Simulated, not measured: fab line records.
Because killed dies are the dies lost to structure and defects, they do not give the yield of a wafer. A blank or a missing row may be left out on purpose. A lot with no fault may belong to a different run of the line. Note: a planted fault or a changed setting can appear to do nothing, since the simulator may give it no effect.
fab line records	flow berkeley-cmos170
[record] lots = 7	wafers = 21	last-day = 10
route steps=331 shown ACTIVE@74 PFIELD@79 FIELD@89
lots untouched by any fault: they come from a run of this same line in which no faults occurred
start-h: the number of hours between the record's first day and the start of the first shown wafer of the lot	wait-h: how many hours have passed since the lot's step before this one	" as in the row above	L1.1+2: a single row standing in for several wafers	- no value present, or no start provided	* or withheld: withheld	< > ~ a bound
route shown NAME@n: a module of which the file shows steps, and the number in the route of the first	usual: mean/standard deviation taken from wafers without a fault	same: alike in all rows	chamber/n: place in a boat	sites: the reading at each site	_std_site: how widely they spread, as a standard deviation	_edge_site: the outer-site mean with the inner-site mean subtracted	radius-mm: for every site, how far away it sits from the centre of the wafer	mask NAME#n: copy n	behind: the last tool/chamber to shape the wafer	hold: what put the lot on hold/how long, in hours/how the hold closed	device: names the non-switching transistor (n, p or np)	end of line: tests run on the same wafers once the route is complete	where a step has no rows: the recipe by itself	killed: not the wafer's yield, but the dies lost to structure and defects at the first sort	map: the dies of a wafer, with x for killed, . for not killed, _ for no die there
set.NAME: the run value of the setting; set.NAME@STEP: its run value at that earlier step	model.NAME: the simulator's own value behind a step, which no gauge read
a table for each step, a row for each wafer; lots at some steps of the route
services: a tool's chamber out of use, with start hour (start-h, from the record's first day; less than 0 if before it), hours out, and reason
[[steps]]
[step UCB170_ACTIVE_OVL_MEAS_14]
[usual] ACTIVE_OVL = -3/6.3
lot.wafer	tool	chamber	start-h	wait-h	ACTIVE_OVL[nm]
L377.2	overlay-01	-	91.57	0.1	-2
L377.3	"	-	"	"	-7
L377.4	"	-	"	"	1
L380.4	overlay-02	-	107.13	0.1	0
L380.5	"	-	"	"	-4
L380.6	"	-	"	"	6
L384.2	overlay-02	-	129.19	0.1	-12
L384.5	"	-	"	"	-13
L384.6	"	-	"	"	-22
L383.1	overlay-02	-	129.42	0.1	-5
L383.3	"	-	"	"	-5
L383.5	"	-	"	"	-2
L386.1	overlay-02	-	135.93	0.1	6
L386.4	"	-	"	"	1
L386.6	"	-	"	"	0
L388.1	overlay-01	-	136.10	0.1	2
L388.3	"	-	"	"	2
L388.4	"	-	"	"	-5
L389.1	overlay-01	-	153.90	0.1	-8
L389.2	"	-	"	"	-3
L389.6	"	-	"	"	1
[step UCB170_ACTIVE_ETCH_15]
[recipe] chemistry = CH3F/Ar/O2	target = Si3N4	stop-on = SiO2	CH3F_flow_sccm = 20	Ar_flow_sccm = 50	O2_flow_sccm = 7	pressure-mtorr = 50	rf-w = 450	target-depth-a = 2420	over-etch-frac = 0.1	time-s = 151
[usual] CH3F_flow_sccm = 19.99/0.057	drypump-motor-current-A = 5.7/0.56	oes-product-au = 0.943/0.016	throttle-valve-pct = 8.03/0.13
lot.wafer	tool	chamber	start-h	wait-h	CH3F_flow_sccm	drypump-motor-current-A	oes-product-au	rf-hours-counter-h	throttle-valve-pct
L377.2	rie-diel-02	2	91.60	0.0	20.02	6.1	0.967	17	7.91
L377.3	"	0	"	"	20.05	5.6	0.929	7	8.26
L377.4	"	3	"	"	19.99	6.2	0.948	71	7.82
L380.4	rie-diel-03	1	107.14	0.0	19.93	6.6	0.950	102	8.19
L380.5	"	3	"	"	19.88	5.0	0.927	-	8.15
L380.6	"	0	"	"	19.94	6.3	0.960	-	8.06
L384.2	rie-diel-03	1	129.22	0.0	20.00	6.5	0.963	103	8.21
L384.5	"	2	"	"	20.02	6.3	0.971	-	8.00
L384.6	"	1	"	"	20.03	6.5	0.966	-	8.20
L383.1	rie-diel-01	3	129.46	0.0	19.94	5.0	0.931	117	7.90
L383.3	"	1	"	"	20.00	6.2	0.957	123	7.94
L383.5	"	3	"	"	20.02	4.9	0.934	-	7.91
L386.1	rie-diel-01	0	135.96	0.0	20.02	5.4	0.947	114	8.15
L386.4	"	2	"	"	19.91	5.2	0.957	18	7.93
L386.6	"	3	"	"	19.97	4.9	0.932	-	7.90
L388.1	rie-diel-03	2	136.13	0.0	19.98	6.3	0.946	18	8.01
L388.3	"	1	"	"	20.07	6.5	0.953	104	8.19
L388.4	"	3	"	"	20.01	5.0	0.929	104	8.15
L389.1	rie-diel-01	3	153.94	0.0	19.94	5.0	0.920	118	7.89
L389.2	"	1	"	"	20.02	6.2	0.955	125	7.95
L389.6	"	3	"	"	19.94	4.9	0.928	-	7.93
[step UCB170_ACTIVE_STRIP_16]
[recipe] chemistry = O2	power-w = 400	pressure-mtorr = 3500	platen-temp-c = withheld	o2-flow-sccm = 400	overash-fraction = 0.5
[usual] drypump-motor-current-A = 5.44/0.22	oes-product-au = 0.721/0.0047	strip-time-to-endpoint-s = 18.10/0.082
lot.wafer	tool	chamber	start-h	wait-h	drypump-motor-current-A	oes-product-au	rf-hours-counter-h	strip-time-to-endpoint-s
L377.2	plasma-asher-04	1	91.70	0.1	5.47	0.719	35	18.08
L377.3	"	0	"	"	5.45	0.723	-	18.11
L377.4	"	1	"	"	5.48	0.710	-	18.09
L380.4	plasma-asher-01	1	107.28	0.1	5.76	0.720	-	18.15
L380.5	"	0	"	"	5.39	0.728	-	18.18
L380.6	"	1	"	"	5.76	0.720	-	18.07
L384.2	plasma-asher-04	0	129.32	0.1	5.47	0.718	1	18.19
L384.5	"	0	"	"	5.47	0.712	-	18.14
L384.6	"	1	"	"	5.45	0.719	-	18.19
L383.1	plasma-asher-01	1	129.56	0.1	5.77	0.722	40	18.20
L383.3	"	1	"	"	5.76	0.718	-	18.03
L383.5	"	1	"	"	5.79	0.724	-	18.15
L386.1	plasma-asher-02	1	136.06	0.1	5.05	0.734	42	17.99
L386.4	"	1	"	"	5.06	0.722	-	18.01
L386.6	"	0	"	"	5.19	0.722	-	18.08
L388.1	plasma-asher-04	1	136.23	0.1	5.47	0.720	2	17.98
L388.3	"	1	"	"	5.45	0.726	-	18.06
L388.4	"	0	"	"	5.47	0.723	-	18.00
L389.1	plasma-asher-01	1	154.04	0.1	5.75	0.713	42	18.07
L389.2	"	0	"	"	5.39	0.726	42	18.03
L389.6	"	1	"	"	5.78	0.721	-	18.18
[step UCB170_ACTIVE_CD_MEAS_90]
[recipe] target-cd-nm = 1200
[usual] cd-nm = 1199.5/1.5
lot.wafer	tool	chamber	start-h	wait-h	cd-nm
L377.2	cd-sem-02	-	91.82	0.1	1198.4
L377.3	"	-	"	"	1200.9
L377.4	"	-	"	"	1201.2
L380.4	cd-sem-01	-	107.44	0.1	1199.8
L380.5	"	-	"	"	1198.5
L380.6	"	-	"	"	1199.0
L384.2	cd-sem-01	-	129.44	0.1	1198.7
L384.5	"	-	"	"	1197.5
L384.6	"	-	"	"	1199.1
L383.1	cd-sem-02	-	129.66	0.1	1202.2
L383.3	"	-	"	"	1201.6
L383.5	"	-	"	"	1202.4
L386.1	cd-sem-01	-	136.20	0.1	1198.3
L386.4	"	-	"	"	1199.2
L386.6	"	-	"	"	1200.3
L388.1	cd-sem-02	-	136.33	0.1	1199.8
L388.3	"	-	"	"	1200.6
L388.4	"	-	"	"	1200.0
L389.1	cd-sem-01	-	154.14	0.1	1199.7
L389.2	"	-	"	"	1199.6
L389.6	"	-	"	"	1199.2
[step UCB170_ACTIVE_CLEAN_17]
[recipe] chemistry = SPM	temp-c = 120	time-s = 600
[step UCB170_PFIELD_HMDS_00]
[recipe] prime-time-s = 60	prime-temp-c = 100
[step UCB170_PFIELD_COAT_01]
[recipe] resist = KrF	spin-rpm = 1500	resist-thk-nm = 900
[step UCB170_PFIELD_SOFTBAKE_02]
[recipe] resist = KrF	temp-c = 130	time-s = 60
[step UCB170_PFIELD_EXPOSE_03]
[recipe] mask-id = PFIELD	na = 0.5	sigma-outer = 0.6	source-shape = conventional	target-cd-nm = 1500	dose-mj = 30
[step UCB170_PFIELD_PEB_04]
[recipe] peb-temp-c = 130	peb-time-s = withheld	resist = KrF
[step UCB170_PFIELD_DEVELOP_05]
[recipe] developer = TMAH	develop-time-s = 45	resist = KrF	dev-temp-c = 21
[step UCB170_PFIELD_OVL_MEAS_06]
[usual] PFIELD_OVL = 0/6.5
lot.wafer	tool	chamber	start-h	wait-h	PFIELD_OVL[nm]
L377.2	overlay-02	-	93.52	-	-10
L377.3	"	-	"	"	-2
L377.4	"	-	"	"	-4
L380.4	overlay-01	-	109.73	-	-5
L380.5	"	-	"	"	14
L380.6	"	-	"	"	4
L384.2	overlay-02	-	130.73	-	-4
L384.5	"	-	"	"	3
L384.6	"	-	"	"	-3
L383.1	overlay-01	-	133.51	-	-1
L383.3	"	-	"	"	-5
L383.5	"	-	"	"	-1
L386.1	overlay-02	-	139.92	-	-8
L386.4	"	-	"	"	-8
L386.6	"	-	"	"	-6
L388.1	overlay-01	-	140.04	-	4
L388.3	"	-	"	"	0
L388.4	"	-	"	"	-3
L389.1	overlay-02	-	155.40	-	-1
L389.2	"	-	"	"	-1
L389.6	"	-	"	"	-8
[step UCB170_PFIELD_IMPLANT_07]
[recipe] species = B	dose-cm2 = 2e+13	energy-kev = 80	tilt-deg = 7
[usual] implant-ion-amu = 11/0
lot.wafer	tool	chamber	start-h	wait-h	implant-ion-amu	model.implant.rp-nm	model.implant.drp-nm
L377.2	implanter-03	0	93.57	0.0	11	261.2	74.86
L377.3	"	0	"	"	11	261.2	74.86
L377.4	"	0	"	"	11	261.2	74.86
L380.4	implanter-03	0	109.82	0.1	11	257.3	74.86
L380.5	"	0	"	"	11	257.3	74.86
L380.6	"	0	"	"	11	257.3	74.86
L384.2	implanter-02	0	130.79	0.0	11	260.3	74.86
L384.5	"	0	"	"	11	260.3	74.86
L384.6	"	0	"	"	11	260.3	74.86
L383.1	implanter-03	0	133.55	0.0	11	259.3	74.86
L383.3	"	0	"	"	11	259.3	74.86
L383.5	"	0	"	"	11	259.3	74.86
L386.1	implanter-01	0	139.96	0.0	31	100.7	37.93
L386.4	"	0	"	"	31	100.7	37.93
L386.6	"	0	"	"	31	100.7	37.93
L388.1	implanter-03	0	140.07	0.0	31	98.41	37.93
L388.3	"	0	"	"	31	98.41	37.93
L388.4	"	0	"	"	31	98.41	37.93
L389.1	implanter-03	0	155.43	0.0	31	95.53	37.93
L389.2	"	0	"	"	31	95.53	37.93
L389.6	"	0	"	"	31	95.53	37.93
[step UCB170_PFIELD_STRIP_08]
[recipe] chemistry = O2	power-w = 400	pressure-mtorr = 3500	platen-temp-c = withheld	o2-flow-sccm = 400	overash-fraction = 0.5
[usual] drypump-motor-current-A = 5.45/0.29	oes-product-au = 0.735/0.004	strip-time-to-endpoint-s = 21.62/0.065
lot.wafer	tool	chamber	start-h	wait-h	drypump-motor-current-A	oes-product-au	rf-hours-counter-h	strip-time-to-endpoint-s
L377.2	plasma-asher-01	1	93.70	0.1	5.73	0.734	36	21.46
L377.3	"	0	"	"	5.41	0.739	-	21.57
L377.4	"	1	"	"	5.73	0.725	-	21.54
L380.4	plasma-asher-01	1	109.93	0.1	5.75	0.734	-	21.58
L380.5	"	0	"	"	5.42	0.741	-	21.65
L380.6	"	1	"	"	5.78	0.742	-	21.58
L384.2	plasma-asher-03	0	130.91	0.1	4.88	0.729	35	21.63
L384.5	"	0	"	"	4.87	0.743	-	21.61
L384.6	"	1	"	"	5.69	0.735	-	21.66
L383.1	plasma-asher-04	0	133.70	0.1	5.47	0.736	2	21.55
L383.3	"	1	"	"	5.47	0.739	-	21.67
L383.5	"	1	"	"	5.45	0.740	-	21.59
L386.1	plasma-asher-03	1	140.11	0.1	5.71	0.733	36	21.64
L386.4	"	0	"	"	4.88	0.730	-	21.59
L386.6	"	0	"	"	4.87	0.735	-	21.69
L388.1	plasma-asher-01	1	140.22	0.1	5.77	0.741	41	21.62
L388.3	"	0	"	"	5.39	0.734	-	21.56
L388.4	"	1	"	"	5.74	0.738	-	21.61
L389.1	plasma-asher-03	1	155.58	0.1	5.67	0.737	37	21.64
L389.2	"	0	"	"	4.87	0.729	37	21.54
L389.6	"	1	"	"	5.64	0.731	-	21.56
[step UCB170_PFIELD_TW_MEAS_09]
[usual] PFIELD_TW = 600/5.3
lot.wafer	tool	chamber	start-h	wait-h	PFIELD_TW
L377.2	film-metro-03	-	93.81	0.1	589
L377.3	"	-	"	"	593
L377.4	"	-	"	"	591
L380.4	film-metro-02	-	110.03	0.1	600
L380.5	"	-	"	"	600
L380.6	"	-	"	"	601
L384.2	film-metro-03	-	131.02	0.1	590
L384.5	"	-	"	"	587
L384.6	"	-	"	"	588
L383.1	film-metro-02	-	133.80	0.1	601
L383.3	"	-	"	"	602
L383.5	"	-	"	"	601
L386.1	film-metro-04	-	140.21	0.1	1361
L386.4	"	-	"	"	1368
L386.6	"	-	"	"	1363
L388.1	film-metro-02	-	140.32	0.1	1353
L388.3	"	-	"	"	1350
L388.4	"	-	"	"	1343
L389.1	film-metro-04	-	155.68	0.1	1362
L389.2	"	-	"	"	1357
L389.6	"	-	"	"	1359
[step UCB170_FIELD_CLEAN_00]
[recipe] chemistry = dHF	dilution = 25:1	time-s = 7.5
[[services]]
tool	chamber	start-h	hours	kind
implanter-02	-	85.07	2.6	repair
plasma-asher-01	-	87.35	2.8	pm
implanter-01	-	87.53	1.4	repair
plasma-asher-04	-	108.75	9.0	pm
plasma-asher-04	0	108.75	9.0	vent-cycle
plasma-asher-04	1	108.75	9.0	vent-cycle
rie-diel-01	2	112.78	16.7	repair
plasma-asher-04	0	117.75	-	clean
plasma-asher-04	1	117.75	-	clean
rie-diel-02	3	118.94	10.0	repair
implanter-01	-	124.91	1.5	repair
rie-diel-02	2	125.42	4.2	repair
rie-diel-02	1	128.50	1.7	repair
rie-diel-02	-	134.13	0.9	repair
rie-diel-03	3	145.85	5.5	repair
implanter-03	-	150.17	3.8	repair
[[key]]
[first-sign] step = UCB170_PFIELD_IMPLANT_07	reading = implant-ion-amu	direction = up	sigmas = 99+	usual = 11	struck = 31
[effect] step = UCB170_PFIELD_TW_MEAS_09	reading = PFIELD_TW	direction = up	sigmas = 99+	usual = 600	struck = 1358
[model-effect] step = UCB170_PFIELD_IMPLANT_07	value = implant.rp-nm	without = 265.6	struck = 98.2
met-at UCB170_PFIELD_IMPLANT_07
struck-wafers L386.1,L386.4,L386.6,L388.1,L388.3,L388.4,L389.1,L389.2,L389.6
sort-left-out L386.1,L386.4,L386.6,L388.1,L388.3,L388.4,L389.1,L389.2,L389.6
tester-left-out L386,L388,L389
[fault] kind = wrong-recipe-download	tool = implanter-01,implanter-02,implanter-03	chamber = -	onset-h = 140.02	steps = UCB170_PFIELD_IMPLANT_07	wrong-recipe.not-listed = 1
// tester-left-out: of these lots the tester's yield and bins aren't shown, on N5 and GAA mostly nor the transistor test; their killed dies are dies lost to structure and defects alone, not to doping, threshold or leakage, so they don't give the yield
// sort-left-out: the simulated sort isn't trusted on such a fault, so these wafers' sort isn't shown, and their yield isn't known
